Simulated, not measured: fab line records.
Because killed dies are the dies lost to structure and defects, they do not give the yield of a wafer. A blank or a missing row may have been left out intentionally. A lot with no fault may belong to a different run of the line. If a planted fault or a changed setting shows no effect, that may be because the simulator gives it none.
Which tool is to blame? -- flow rit-cmos -- 27 wafers from 9 lots sampled at 2 of the route's 202 steps

## WHAT THE GAUGES SHOWED, per wafer
RIT_GATE_THK_MEAS_09. Usual: GATE_POLY_THK typically reads 249.6 nm, with standard deviation 2.2.
lot,measured,on,GATE_POLY_THK (nm),flag
L538,day 2 11:55,film-metro-03,248.6 248.0 246.3,
L539,day 2 16:03,film-metro-03,248.9 251.1 250.7,
L540,day 2 20:41,film-metro-03,252.0 249.6 251.1,
L541,day 3 02:17,film-metro-03,250.0 250.7 248.2,
L542,day 3 08:05,film-metro-02,248.1 246.4 246.6,
L544,day 3 18:29,film-metro-01,243.8 247.8 246.4,
L548,day 4 13:37,film-metro-03,120.2 121.2 120.8,OFF
L553,day 5 13:54,film-metro-01,249.3 248.5 246.9,
L557,day 6 10:19,film-metro-02,253.5 252.8 253.2,

## WHAT TOOL EACH LOT RAN ON (gives the tool, then ch and the chambers of the sampled wafers, and finally the start)
lot,RIT_GATE_CVD_08
L538,"lpcvd-01 ch 0, day 2 10:19"
L539,"lpcvd-02 ch 1, day 2 14:25"
L540,"lpcvd-01 ch 1, day 2 19:04"
L541,"lpcvd-02 ch 0, day 3 00:41"
L542,"lpcvd-02 ch 0, day 3 06:28"
L544,"lpcvd-01 ch 1, day 3 16:51"
L548,"lpcvd-02 ch 0, day 4 12:00"
L553,"lpcvd-01 ch 0, day 5 12:16"
L557,"lpcvd-01 ch 1, day 6 08:41"
- RIT_GATE_CVD_08: deposits poly-Si from SiH4, target thk 250 nm, time 2220 s.

## WHAT THE TOOLS THEMSELVES READ (means of the sampled wafers that have a number; where no wafer has one, the mark that the record gives instead)
RIT_GATE_CVD_08. Usual: pressure-mtorr 300.1 mTorr, standard deviation 0.58; sih4-flow-sccm 100.0 sccm, standard deviation 0.31; spike-tc-source-C 629.0 C, standard deviation 2.7; susceptor-temp-C 610.00 C, standard deviation 0.28; zone-power-source-pct 11.7 %, standard deviation 0.72.
lot,tool,pressure-mtorr (mTorr),sih4-flow-sccm (sccm),spike-tc-source-C (C),susceptor-temp-C (C),zone-power-source-pct (%),flag
L538,lpcvd-01,300.2,100.3,629.3,610.22,11.7,
L539,lpcvd-02,300.7,99.6,628.8,609.95,12.4,
L540,lpcvd-01,299.9,100.2,633.6,609.70,11.7,
L541,lpcvd-02,300.9,99.8,625.9,610.00,10.5,
L542,lpcvd-02,300.2,100.1,626.4,610.10,10.6,
L544,lpcvd-01,299.9,100.2,632.7,609.90,11.8,
L548,lpcvd-02,300.8,50.0,625.6,609.79,10.6,OFF
L553,lpcvd-01,300.2,100.0,629.5,610.19,11.7,
L557,lpcvd-01,300.4,100.3,632.8,609.80,11.8,

## THE ANSWER, worked out from the rows above alone
Rule: lot off if the mean of its wafers having a number is beyond 3 standard deviations from the usual mean. A lot without any number at a reading at which 4 lots or more have one is off too. The other lots that the step has rows for count as sound. First the gauges in route order, then the tools' own readings, where a lot's mean is used as printed above. The first step at which some lot is off is used, and at that step the reading that is off furthest; a lot without a number counts as furthest.
Off: at RIT_GATE_THK_MEAS_09 (GATE_POLY_THK), L548.
If a tool, at a process step before that reading, ran all the lots that are off and no sound lot after the first of them, it fits. The gauges at RIT_GATE_THK_MEAS_09 aren't tried: what is off there is off at RIT_GATE_CVD_08 too, on other tools, and a gauge's error can't cause that. One candidate fits, namely lpcvd-02 at RIT_GATE_CVD_08. A fault onset in the window from L542 (day 3 06:28, its last sound lot) to L548 (day 4 12:00, its first lot off) fits.
The tool's own readings at RIT_GATE_CVD_08 bear it out: on the lots that are off they differ by more than 5 times the standard deviation of the sound lots' means. sih4-flow-sccm reads 50.0 sccm there against 100.1 sccm on the sound lots.

## WHAT HAD BEEN PUT IN BY THE SIMULATOR
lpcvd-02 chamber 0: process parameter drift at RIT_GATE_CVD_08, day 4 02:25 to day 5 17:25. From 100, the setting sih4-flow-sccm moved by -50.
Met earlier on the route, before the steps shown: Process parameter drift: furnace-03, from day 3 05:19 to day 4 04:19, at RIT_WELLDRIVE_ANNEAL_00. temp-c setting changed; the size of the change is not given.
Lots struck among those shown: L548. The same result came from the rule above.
